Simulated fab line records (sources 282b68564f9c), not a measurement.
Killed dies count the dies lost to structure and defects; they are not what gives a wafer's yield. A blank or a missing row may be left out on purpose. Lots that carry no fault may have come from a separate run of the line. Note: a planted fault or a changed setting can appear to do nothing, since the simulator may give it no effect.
A lot that was struck, set against a sound lot ; flow ritCmos ; 18 steps out of a route of 202
Sound: wafers L695.2, L695.5, L695.6. Wafers struck: L698.2, L698.3, L698.5. The cause comes at the end.
At each step with rows: each side's tool, then ch and its chambers, then its first start. Under that, the readings that differ: sound wafers ; struck wafers ; difference of the means ; sigmas: that difference in standard deviations of wafers without a fault.
alike: readings whose means differ by less than 2 such deviations, and words and numbers that are the same on both sides. not compared: withheld readings, readings that some wafer has no value for, bounds like >300 that may hide the same value, and numbers for which the record gives no deviation and whose values overlap.
A row with sigmas, a row that says differs or no value, or rows on one side alone: a step with any of these is where the two part. Non-overlapping numbers with no deviation appear without sigmas and do not part them. A reading missing from all wafers of one side parts the sides only when that side holds two or more wafers.

first, 2 steps without rows for these wafers: RIT_ACTIVE_CLEAN_17 (cleans in SC2, time 600 s); RIT_FOX1_OXIDATION_00 (target thk 350.7 nm, ox time 1130 s).
RIT_FOX1_THK_MEAS_01:
  sound on filmMetro-03, day 5 02:25; struck on filmMetro-01, day 5 16:53
  alike: FOX1_OXIDE_THK
then, 2 steps without rows for these wafers: RIT_FOX1_WET_ETCH_02 (etches SiO2 in BOE, target depth 350 nm, time 390 s); RIT_FOX2_OXIDATION_00 (target thk 350.7 nm, ox time 1130 s).
RIT_FOX2_THK_MEAS_01:
  sound on filmMetro-01, day 5 04:06; struck on filmMetro-01, day 5 18:29
  alike: FOX2_OXIDE_THK
then, 2 steps without rows for these wafers: RIT_FOX2_CLEAN_02 (cleans in dHF, time 180 s); RIT_FOX2_WET_ETCH_03 (etches Si3N4 in H3PO4, target depth 195 nm, time 2700 s).
RIT_FOX2_THK_MEAS_90:
  sound on filmMetro-01, day 5 05:02; struck on filmMetro-03, day 5 19:22
  alike: FIELD_OXIDE_LEFT_1_THK
then, 3 steps without rows for these wafers: RIT_NWELL_HMDS_00 (prime time 60 s); RIT_NWELL_COAT_01 (resist thk 1300 nm); RIT_NWELL_SOFTBAKE_02 (time 60 s).
RIT_NWELL_EXPOSE_03: exposes mask M2, target cd 43900 nm.
  sound on ilineStepper-02 ch 0, day 5 05:34; struck on ilineStepper-01 ch 0, day 5 19:53
reading;sound;struck;difference;sigmas
model.NWELL.overlayXNm (nm);1.716 1.716 1.716;-301.6 -301.6 -301.6;-303.3;
  alike: mask
then, 2 steps without rows for these wafers: RIT_NWELL_PEB_04; RIT_NWELL_DEVELOP_05 (develop time 68 s).
RIT_NWELL_OVL_MEAS_06:
  sound on overlay-02, day 5 05:59; struck on overlay-01, day 5 20:19
reading;sound;struck;difference;sigmas
NWELL_OVL (nm);-0.2 1.0 0.7;-301.3 -300.2 -301.2;-301.4;-99 or more
then, 1 step without rows for these wafers: RIT_NWELL_HARDBAKE_07 (time 120 s).
RIT_M1_PROBE_99:
  sound on prober-02, day 6 18:51; struck on prober-02, day 7 09:31
reading;sound;struck;difference;sigmas
model.etest.wellEdgeRight.lineOhmUm;180.9 181.8 179.8;201.3 203.1 201.2;+21.0;
model.etest.wellEdgeLeft.lineOhmUm;180.9 183.6 182.3;171.6 171.8 170.2;-11.1;
  alike: killedAtContacts, killedAtFrontEnd, killedDies, killedOpen, killedShort

== WHERE THEY PART ==
Only at RIT_NWELL_OVL_MEAS_06, as far as this record shows. Later steps at which nothing parts them and some readings are alike: RIT_M1_PROBE_99.

WHY: whatever the simulator had introduced
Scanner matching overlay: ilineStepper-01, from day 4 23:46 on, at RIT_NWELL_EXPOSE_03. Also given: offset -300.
